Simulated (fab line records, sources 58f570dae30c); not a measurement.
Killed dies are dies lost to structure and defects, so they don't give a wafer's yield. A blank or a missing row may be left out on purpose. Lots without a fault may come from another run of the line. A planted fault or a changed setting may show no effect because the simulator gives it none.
Which tool did it? | flow berkeley_cmos170 | 13 lots, 39 wafers sampled, at 2 steps of a route of 331

WHAT THE GAUGES READ, wafer by wafer
UCB170_M1_CD_MEAS_09: target cd 700 nm. Usual: cd_nm 700.3 nm, standard deviation 1.3.
lot  | measured     | on        | cd_nm (nm)        | flag
L231 | day 8 09:29  | cd_sem-01 | 701.4 698.9 699.9 |
L232 | day 8 10:04  | cd_sem-02 | 700.8 699.4 700.1 |
L234 | day 8 17:18  | cd_sem-01 | 701.7 700.6 700.2 |
L235 | day 8 17:50  | cd_sem-01 | 699.1 698.6 698.1 |
L237 | day 9 12:43  | cd_sem-02 | 700.4 699.7 699.6 |
L238 | day 9 13:31  | cd_sem-01 | 614.1 614.2 615.2 | OFF
L241 | day 9 21:40  | cd_sem-02 | 701.3 701.4 700.9 |
L246 | day 11 08:42 | cd_sem-02 | 700.8 702.6 701.3 |
L249 | day 12 00:12 | cd_sem-02 | 700.6 701.0 700.0 |
L248 | day 12 00:17 | cd_sem-02 | 699.6 701.0 699.0 |
L254 | day 12 15:46 | cd_sem-01 | 702.0 701.0 700.5 |
L252 | day 12 16:20 | cd_sem-01 | 700.1 700.9 699.3 |
L253 | day 13 05:44 | cd_sem-02 | 700.5 700.7 700.2 |

WHICH TOOL RAN EACH LOT (tool, then ch and the chambers of the sampled wafers, then the start)
lot  | UCB170_M1_EXPOSE_06
L231 | krf_scanner-02 ch 0, day 8 08:49
L232 | krf_scanner-01 ch 0, day 8 09:20
L234 | krf_scanner-01 ch 0, day 8 16:55
L235 | krf_scanner-02 ch 0, day 8 17:26
L237 | krf_scanner-01 ch 0, day 9 11:47
L238 | krf_scanner-01 ch 0, day 9 12:40
L241 | krf_scanner-01 ch 0, day 9 21:10
L246 | krf_scanner-02 ch 0, day 11 08:19
L249 | krf_scanner-02 ch 0, day 11 23:08
L248 | krf_scanner-02 ch 0, day 11 23:13
L254 | krf_scanner-01 ch 0, day 12 15:16
L252 | krf_scanner-02 ch 0, day 12 15:57
L253 | krf_scanner-02 ch 0, day 13 05:20
- UCB170_M1_EXPOSE_06: exposes mask METAL1, target cd 700 nm.

WHAT THE TOOLS THEMSELVES READ (means of the sampled wafers that have a number; where no wafer has one, the mark that the record gives instead)
UCB170_M1_EXPOSE_06. Usual: stage_vel_mm_s 500.00 mm/s, standard deviation 0.25.
lot  | tool           | stage_vel_mm_s (mm/s) | flag
L231 | krf_scanner-02 | 499.67                |
L232 | krf_scanner-01 | 499.98                |
L234 | krf_scanner-01 | 500.33                |
L235 | krf_scanner-02 | 499.62                |
L237 | krf_scanner-01 | 499.80                |
L238 | krf_scanner-01 | 500.10                |
L241 | krf_scanner-01 | 500.09                |
L246 | krf_scanner-02 | 500.04                |
L249 | krf_scanner-02 | 500.15                |
L248 | krf_scanner-02 | 500.07                |
L254 | krf_scanner-01 | 500.00                |
L252 | krf_scanner-02 | 499.79                |
L253 | krf_scanner-02 | 499.75                |

THE ANSWER, worked out from the rows above alone
Rule: a lot is off if the mean of its wafers that have a number lies more than 3 standard deviations from the usual mean. A lot without any number at a reading at which 4 lots or more have one is off too. The other lots that the step has rows for count as sound. The gauges are gone through in route order, then the tools' own readings, and for those a lot's mean is taken as printed above. The first step at which some lot is off is used, and at that step the reading that is off furthest; a lot without a number counts as furthest.
Off: L238, at UCB170_M1_CD_MEAS_09 (cd_nm).
A tool fits if, at a process step before that reading, it ran every lot that is off, and no sound lot after the first of them. The gauges at UCB170_M1_CD_MEAS_09 are tried like those tools. None of those tried fits.

WHAT THE SIMULATOR HAD PUT IN
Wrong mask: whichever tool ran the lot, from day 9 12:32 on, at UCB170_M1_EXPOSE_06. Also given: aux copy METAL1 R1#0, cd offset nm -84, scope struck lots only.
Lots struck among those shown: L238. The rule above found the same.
